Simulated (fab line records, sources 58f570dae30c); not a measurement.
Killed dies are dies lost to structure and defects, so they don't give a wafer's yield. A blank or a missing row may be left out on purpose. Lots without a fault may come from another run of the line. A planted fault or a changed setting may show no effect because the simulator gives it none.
fab line records | flow berkeley_cmos170
record lots=16 wafers=48 last_day=12
route steps=331 shown PSD@184 NSD@190 BACKSIDE@202 V1@266
lots that met no fault: from a run of the same line without faults
start_h: hours from the record's first day to the start of the lot's first wafer shown | wait_h: hours since the lot's step before | " the same as in the row above | L1.1+2: a row that stands for several wafers | - no value, or no start given | * or withheld: withheld | < > ~ a bound
route shown NAME@n: a module of which the file shows steps, and the number in the route of the first | usual: mean/standard deviation of fault-free wafers | same: alike in all rows | chamber/n: place in a boat | sites: the reading at each site | _std_site: their standard deviation | _edge_site: outer sites' mean less inner sites' | radius_mm: how far each site lies from the wafer's centre | mask NAME#n: copy n | behind: the tool/chamber that last shaped the wafer | hold: why the lot was held/for how many hours/how that ended | device: the transistor (n, p or np) that didn't switch | end of line: the same wafers' tests at the end of the route | a step without rows: its recipe alone | killed: dies lost to structure and defects at the first sort, not the wafer's yield | map: a wafer's dies, x killed, . not, _ none there
set.NAME: the setting as run; set.NAME@STEP: as run at that earlier step | model.NAME: the simulator's own value behind a step, which no gauge read
steps of the route over a sample of lots; a table a step, a row a wafer
services: from which hour (start_h, from the record's first day; less than 0 if before it) a tool's chamber was out of use, for how many hours, and why
## steps
# step UCB170_PSD_STRIP_09
# recipe chemistry=O2 power_w=400 pressure_mtorr=3500 platen_temp_c=withheld o2_flow_sccm=400 overash_fraction=0.5
# usual drypump_motor_current_A=5.7/0.47 oes_product_au=0.601/0.0044 strip_time_to_endpoint_s=29.40/0.076
# columns lot.wafer tool chamber start_h wait_h drypump_motor_current_A oes_product_au rf_hours_counter_h strip_time_to_endpoint_s
L785.1 plasma_asher-01 1 155.77 0.1 5.4 0.602 41 29.44
L785.2 " 0 " " 5.4 0.602 41 29.48
L785.6 " 1 " " 5.4 0.598 - 29.48
L786.2 plasma_asher-04 1 155.95 0.1 6.2 0.604 42 29.55
L786.3 " 0 " " 5.3 0.601 - 29.46
L786.4 " 1 " " 6.2 0.599 - 29.43
L787.4 plasma_asher-04 0 173.01 0.1 5.3 0.599 - 29.46
L787.5 " 0 " " 5.3 0.601 - 29.45
L787.6 " 1 " " 6.2 0.598 - 29.54
L788.4 plasma_asher-02 0 173.25 0.1 5.2 0.604 - 29.36
L788.5 " 1 " " 6.4 0.594 - 29.36
L788.6 " 0 " " 5.2 0.593 - 29.31
L789.3 plasma_asher-01 1 173.37 0.1 5.4 0.605 - 29.45
L789.5 " 1 " " 5.4 0.596 - 29.36
L789.6 " 0 " " 5.5 0.601 - 29.40
L792.4 plasma_asher-04 1 191.75 0.1 6.2 0.606 - 29.47
L792.5 " 1 " " 6.2 0.599 - 29.41
L792.6 " 0 " " 5.3 0.612 - 29.40
L794.1 plasma_asher-04 1 198.05 0.1 6.2 0.597 47 29.33
L794.3 " 0 " " 5.3 0.602 - 29.53
L794.6 " 0 " " 5.3 0.605 - 29.41
L793.2 plasma_asher-02 0 198.32 0.1 5.2 0.600 47 29.36
L793.3 " 0 " " 5.2 0.597 - 29.40
L793.4 " 1 " " 6.4 0.606 - 29.37
L796.1 plasma_asher-04 1 207.36 0.1 6.2 0.596 48 29.48
L796.3 " 0 " " 5.3 0.604 - 29.53
L796.6 " 1 " " 6.2 0.603 - 29.49
L795.3 plasma_asher-02 1 207.52 0.1 6.4 0.605 - 29.31
L795.4 " 0 " " 5.1 0.615 - 29.32
L795.5 " 1 " " 6.4 0.606 - 29.42
L802.2 plasma_asher-02 1 231.29 0.1 6.4 0.602 51 29.45
L802.4 " 0 " " 5.2 0.598 - 29.38
L802.5 " 0 " " 5.2 0.604 - 29.41
L799.4 plasma_asher-02 1 232.16 0.1 6.4 0.606 - 29.42
L799.5 " 0 " " 5.2 0.602 - 29.26
L799.6 " 1 " " 6.4 0.608 - 29.28
L804.2 plasma_asher-01 1 243.02 0.1 5.4 0.604 51 29.54
L804.4 " 0 " " 5.4 0.609 - 29.54
L804.6 " 1 " " 5.4 0.596 - 29.48
L805.1 plasma_asher-02 1 243.10 0.1 6.4 0.607 53 29.39
L805.5 " 0 " " 5.1 0.602 - 29.32
L805.6 " 1 " " 6.4 0.603 - 29.37
L803.1 plasma_asher-01 0 243.36 0.1 5.5 0.602 51 29.40
L803.3 " 1 " " 5.4 0.604 - 29.34
L803.4 " 0 " " 5.5 0.600 - 29.39
L806.1 plasma_asher-01 1 266.86 0.1 5.4 0.593 54 29.44
L806.2 " 0 " " 5.4 0.598 54 29.40
L806.4 " 0 " " 5.5 0.593 - 29.45
# step UCB170_NSD_EXPOSE_03
# recipe mask_id=NSELECT_MOD na=0.5 sigma_outer=0.6 source_shape=conventional target_cd_nm=1200 dose_mj=30
# columns lot.wafer tool chamber start_h wait_h mask
L785.1+2+6 krf_scanner-02 0 157.11 - NSELECT_MOD#0
L786.2+3+4 krf_scanner-01 0 157.74 0.1 NSELECT_MOD#0
L787.4+5+6 krf_scanner-01 0 174.24 0.3 NSELECT_MOD#0
L788.4+5+6 krf_scanner-02 0 174.50 0.2 NSELECT_MOD#0
L789.3+5+6 krf_scanner-02 0 174.76 0.1 NSELECT_MOD#0
L792.4+5+6 krf_scanner-01 0 194.01 0.1 NSELECT_MOD#0
L794.1+3+6 krf_scanner-02 0 198.97 0.2 NSELECT_MOD#0
L793.2+3+4 krf_scanner-01 0 199.44 0.2 NSELECT_MOD#0
L796.1+3+6 krf_scanner-01 0 208.23 0.1 NSELECT_MOD#0
L795.3+4+5 krf_scanner-01 0 208.38 0.1 NSELECT_MOD#0
L802.2+4+5 krf_scanner-02 0 232.22 0.2 NSELECT_MOD#0
L799.4+5+6 krf_scanner-02 0 233.10 0.1 NSELECT_MOD#0
L804.2+4+6 krf_scanner-02 0 244.07 0.1 NSELECT_MOD#0
L805.1+5+6 krf_scanner-02 0 244.22 0.1 NSELECT_MOD#0
L803.1+3+4 krf_scanner-02 0 244.34 0.1 NSELECT_MOD#0
L806.1+2+4 krf_scanner-02 0 268.18 0.2 NSELECT_MOD#0
# step UCB170_NSD_OVL_MEAS_07
# usual NSD_OVL=0/5.1
# columns lot.wafer tool chamber start_h wait_h NSD_OVL[nm]
L785.1 overlay-02 - 158.60 0.1 4
L785.2 " - " " 6
L785.6 " - " " 7
L786.2 overlay-02 - 158.89 0.1 -5
L786.3 " - " " 4
L786.4 " - " " -6
L787.4 overlay-02 - 175.18 0.1 0
L787.5 " - " " -2
L787.6 " - " " 13
L788.4 overlay-02 - 175.40 0.1 0
L788.5 " - " " -2
L788.6 " - " " -1
L789.3 overlay-02 - 175.52 0.1 -2
L789.5 " - " " 2
L789.6 " - " " 11
L792.4 overlay-01 - 194.48 0.1 -124
L792.5 " - " " -139
L792.6 " - " " -127
L794.1 overlay-01 - 199.49 0.1 6
L794.3 " - " " 13
L794.6 " - " " 0
L793.2 overlay-01 - 200.04 0.1 -132
L793.3 " - " " -128
L793.4 " - " " -138
L796.1 overlay-01 - 209.19 0.1 -129
L796.3 " - " " -128
L796.6 " - " " -131
L795.3 overlay-01 - 209.49 0.1 -125
L795.4 " - " " -131
L795.5 " - " " -130
L802.2 overlay-01 - 232.72 0.1 2
L802.4 " - " " -3
L802.5 " - " " -2
L799.4 overlay-02 - 233.73 0.1 5
L799.5 " - " " -2
L799.6 " - " " 1
L805.1 overlay-01 - 244.74 0.1 -4
L805.5 " - " " -4
L805.6 " - " " -9
L804.2 overlay-02 - 244.74 0.1 2
L804.4 " - " " -1
L804.6 " - " " 0
L803.1 overlay-02 - 244.89 0.1 8
L803.3 " - " " 6
L803.4 " - " " -4
L806.1 overlay-02 - 268.83 0.1 -2
L806.2 " - " " -3
L806.4 " - " " -3
# step UCB170_BACKSIDE_STRIP_03
# recipe chemistry=O2 power_w=400 pressure_mtorr=3500 platen_temp_c=withheld o2_flow_sccm=400 overash_fraction=0.5
# usual drypump_motor_current_A=5.6/0.41 oes_product_au=0.734/0.0046 strip_time_to_endpoint_s=21.97/0.063
# columns lot.wafer tool chamber start_h wait_h drypump_motor_current_A oes_product_au rf_hours_counter_h strip_time_to_endpoint_s
L785.1 plasma_asher-02 0 160.26 0.1 5.1 0.733 42 22.09
L785.2 " 1 " " 6.4 0.732 42 22.05
L785.6 " 1 " " 6.4 0.738 - 22.00
L786.2 plasma_asher-03 1 160.50 0.1 5.7 0.729 5 21.92
L786.3 " 0 " " 5.2 0.730 - 21.83
L786.4 " 1 " " 5.7 0.733 - 21.88
L787.4 plasma_asher-02 0 176.16 0.1 5.2 0.728 - 21.99
L787.5 " 0 " " 5.2 0.730 - 21.99
L787.6 " 1 " " 6.4 0.725 - 21.96
L788.4 plasma_asher-02 1 176.61 0.1 6.4 0.738 - 21.87
L788.5 " 1 " " 6.4 0.729 - 21.90
L788.6 " 0 " " 5.2 0.733 - 21.93
L789.3 plasma_asher-01 0 176.80 0.1 5.5 0.733 - 21.95
L789.5 " 0 " " 5.5 0.741 - 21.95
L789.6 " 1 " " 5.4 0.738 - 21.90
L792.4 plasma_asher-03 1 195.47 0.1 5.8 0.737 - 21.99
L792.5 " 0 " " 5.2 0.740 - 22.05
L792.6 " 1 " " 5.8 0.736 - 22.05
L794.1 plasma_asher-03 1 200.47 0.1 5.7 0.738 10 22.05
L794.3 " 1 " " 5.7 0.731 - 22.00
L794.6 " 0 " " 5.2 0.742 - 22.00
L793.2 plasma_asher-02 0 201.05 0.1 5.2 0.736 48 22.04
L793.3 " 0 " " 5.2 0.735 - 22.01
L793.4 " 1 " " 6.4 0.735 - 22.00
L796.1 plasma_asher-03 1 210.16 0.1 5.7 0.732 11 22.03
L796.3 " 0 " " 5.2 0.743 - 22.03
L796.6 " 1 " " 5.7 0.725 - 21.96
L795.3 plasma_asher-03 1 210.57 0.1 5.7 0.733 - 22.04
L795.4 " 0 " " 5.3 0.726 - 21.99
L795.5 " 0 " " 5.3 0.727 - 21.93
L802.2 plasma_asher-02 1 234.02 0.1 6.4 0.734 52 21.94
L802.4 " 1 " " 6.4 0.728 - 21.96
L802.5 " 1 " " 6.4 0.728 - 22.00
L799.4 plasma_asher-01 1 234.91 0.1 5.4 0.732 - 21.97
L799.5 " 1 " " 5.4 0.730 - 22.02
L799.6 " 0 " " 5.5 0.733 - 21.99
L804.2 plasma_asher-02 0 245.71 0.1 5.2 0.731 53 22.06
L804.4 " 1 " " 6.4 0.740 - 22.07
L804.6 " 1 " " 6.4 0.743 - 22.09
L805.1 plasma_asher-03 1 245.79 0.1 5.7 0.733 15 21.93
L805.5 " 0 " " 5.3 0.731 - 21.94
L805.6 " 1 " " 5.7 0.734 - 21.93
L803.1 plasma_asher-01 1 245.91 0.1 5.4 0.737 52 21.98
L803.3 " 1 " " 5.4 0.738 - 21.92
L803.4 " 0 " " 5.5 0.730 - 21.95
L806.1 plasma_asher-01 0 269.80 0.1 5.5 0.732 55 22.06
L806.2 " 1 " " 5.4 0.736 55 22.02
L806.4 " 1 " " 5.4 0.740 - 22.00
# step UCB170_V1_CD_MEAS_12
# recipe target_cd_nm=700
# usual cd_nm=700.3/1.3
# columns lot.wafer tool chamber start_h wait_h cd_nm
L785.1 cd_sem-01 - 174.99 - 698.3
L785.2 " - " " 698.6
L785.6 " - " " 698.8
L786.2 cd_sem-02 - 175.56 - 700.4
L786.3 " - " " 701.2
L786.4 " - " " 699.8
L787.4 cd_sem-01 - 190.83 - 700.3
L787.5 " - " " 701.0
L787.6 " - " " 702.0
L788.4 cd_sem-02 - 194.35 - 698.3
L788.5 " - " " 698.5
L788.6 " - " " 698.1
L789.3 cd_sem-01 - 194.61 - 700.0
L789.5 " - " " 698.6
L789.6 " - " " 698.6
L792.4 cd_sem-02 - 207.95 - 699.7
L792.5 " - " " 698.3
L792.6 " - " " 699.1
L794.1 cd_sem-01 - 214.77 - 699.3
L794.3 " - " " 699.9
L794.6 " - " " 698.7
L793.2 cd_sem-01 - 215.90 - 701.9
L793.3 " - " " 700.3
L793.4 " - " " 700.3
L796.1 cd_sem-01 - 221.96 - 699.4
L796.3 " - " " 701.1
L796.6 " - " " 699.8
L795.3 cd_sem-01 - 223.43 - 702.1
L795.4 " - " " 701.7
L795.5 " - " " 701.6
L802.2 cd_sem-01 - 245.68 - 698.7
L802.4 " - " " 700.0
L802.5 " - " " 699.2
L799.4 cd_sem-02 - 249.02 - 702.5
L799.5 " - " " 701.4
L799.6 " - " " 702.5
L804.2 cd_sem-01 - 258.41 - 699.9
L804.4 " - " " 699.9
L804.6 " - " " 700.4
L805.1 cd_sem-02 - 263.73 - 701.6
L805.5 " - " " 700.7
L805.6 " - " " 700.4
L803.1 cd_sem-02 - 264.21 - 701.0
L803.3 " - " " 701.0
L803.4 " - " " 700.7
L806.1 cd_sem-02 - 284.33 - 699.1
L806.2 " - " " 699.9
L806.4 " - " " 697.8
## services
# columns tool chamber start_h hours kind
krf_scanner-01 - 131.88 3.6 pm
krf_scanner-01 - 144.96 1.3 pm
krf_scanner-02 0 146.26 - calibration
krf_scanner-02 - 151.87 1.9 repair
plasma_asher-04 - 159.40 2.5 repair
plasma_asher-04 - 166.23 1.9 repair
krf_scanner-01 - 170.76 1.0 pm
krf_scanner-02 - 180.18 4.4 pm
krf_scanner-01 - 200.02 0.7 repair
plasma_asher-03 - 220.29 0.3 repair
krf_scanner-01 - 244.11 0.8 pm
plasma_asher-04 - 247.78 1.3 repair
krf_scanner-02 - 260.72 1.0 pm
krf_scanner-01 0 261.52 - calibration
krf_scanner-02 - 266.56 0.8 pm
## key
first_sign step=UCB170_NSD_OVL_MEAS_07 reading=NSD_OVL direction=down sigmas=26 usual=0 struck=-130
effect none on later readings
met_at UCB170_NSD_EXPOSE_03
struck_lots L792,L793,L795,L796
tester_left_out L792,L793,L795,L796
not_acting_at UCB170_PSD_STRIP_09,UCB170_BACKSIDE_STRIP_03,UCB170_V1_CD_MEAS_12
onset_between 174.24 194.01
fault kind=scanner_matching_overlay tool=krf_scanner-01 chamber=- onset_h=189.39 steps=UCB170_NSD_EXPOSE_03 offset=-130
# tester_left_out: of these lots the tester's yield and bins aren't shown, on N5 and GAA mostly nor the transistor test; their killed dies are dies lost to structure and defects alone, not to doping, threshold or leakage, so they don't give the yield
